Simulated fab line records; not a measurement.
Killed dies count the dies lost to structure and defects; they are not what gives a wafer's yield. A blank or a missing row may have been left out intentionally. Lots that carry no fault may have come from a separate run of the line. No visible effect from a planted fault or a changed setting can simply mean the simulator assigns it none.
Which of the tools did it?	flow rit-cmos	33 wafers from 11 lots sampled at 2 of the route's 202 steps

== WHAT THE GAUGES READ, wafer by wafer ==
RIT_PSD_TW_MEAS_10.
lot	measured	on	PSD_TW
L138	day 3 02:47	film-metro-03	3454 3456 3440
L139	day 3 07:36	film-metro-03	3441 3454 3452
L140	day 3 17:16	film-metro-01	3392 3399 3402
L141	day 3 23:22	film-metro-02	3462 3464 3473
L142	day 4 05:33	film-metro-02	3431 3424 3436
L149	day 5 15:58	film-metro-02	3123 3129 3148
L151	day 6 01:01	film-metro-01	3117 3124 3124
L155	day 7 13:39	film-metro-03	3471 3449 3469
L157	day 7 17:44	film-metro-01	3424 3402 3414
L160	day 8 16:51	film-metro-03	3450 3431 3455
L161	day 8 18:37	film-metro-03	3454 3458 3465

== WHAT TOOL EACH LOT RAN ON (gives the tool, then ch and the chambers of the sampled wafers, and finally the start) ==
lot	RIT_PSD_IMPLANT_08
L138	implanter-02 ch 0, day 3 02:28
L139	implanter-03 ch 0, day 3 07:16
L140	implanter-02 ch 0, day 3 16:57
L141	implanter-02 ch 0, day 3 23:05
L142	implanter-03 ch 0, day 4 05:14
L149	implanter-04 ch 0, day 5 15:40
L151	implanter-04 ch 0, day 6 00:41
L155	implanter-02 ch 0, day 7 13:20
L157	implanter-02 ch 0, day 7 17:25
L160	implanter-02 ch 0, day 8 16:31
L161	implanter-02 ch 0, day 8 18:19
- RIT_PSD_IMPLANT_08

== THE ANSWER, worked out from the rows above alone ==
Rule: the usual values come from the lots themselves. The widest of any qualifying gaps counts: lots, ordered by their means at a reading, are off when they make up no more than a third of the lots, leave a main group of 4 or more, and stand apart from it by 3 or more times the standard deviation of that group's means. If all means in a main group match to the digits the tables above print for the reading, that group is not used. A lot without any number at a reading at which 4 lots or more have one is off too. Where the step has rows for the other lots, those lots are counted as sound.
Off: at RIT_PSD_TW_MEAS_10 (PSD_TW), L149, L151. The main group has a mean of 3442 with a standard deviation of 22.
If a tool, at a process step before that reading, ran all the lots that are off and no sound lot after the first of them, it fits. Those tools and the gauges at RIT_PSD_TW_MEAS_10 are tried in the same way. One fits: RIT_PSD_IMPLANT_08 on implanter-04. It ran no sound lot before its first lot that is off in this sample, so the start can't be narrowed down.

== WHAT THE SIMULATOR HAD PUT IN ==
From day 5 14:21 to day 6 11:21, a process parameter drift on implanter-04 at RIT_PSD_IMPLANT_08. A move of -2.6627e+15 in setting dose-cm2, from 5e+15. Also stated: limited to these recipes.
Struck lots among those shown: L149, L151. This agrees with what the rule above found.
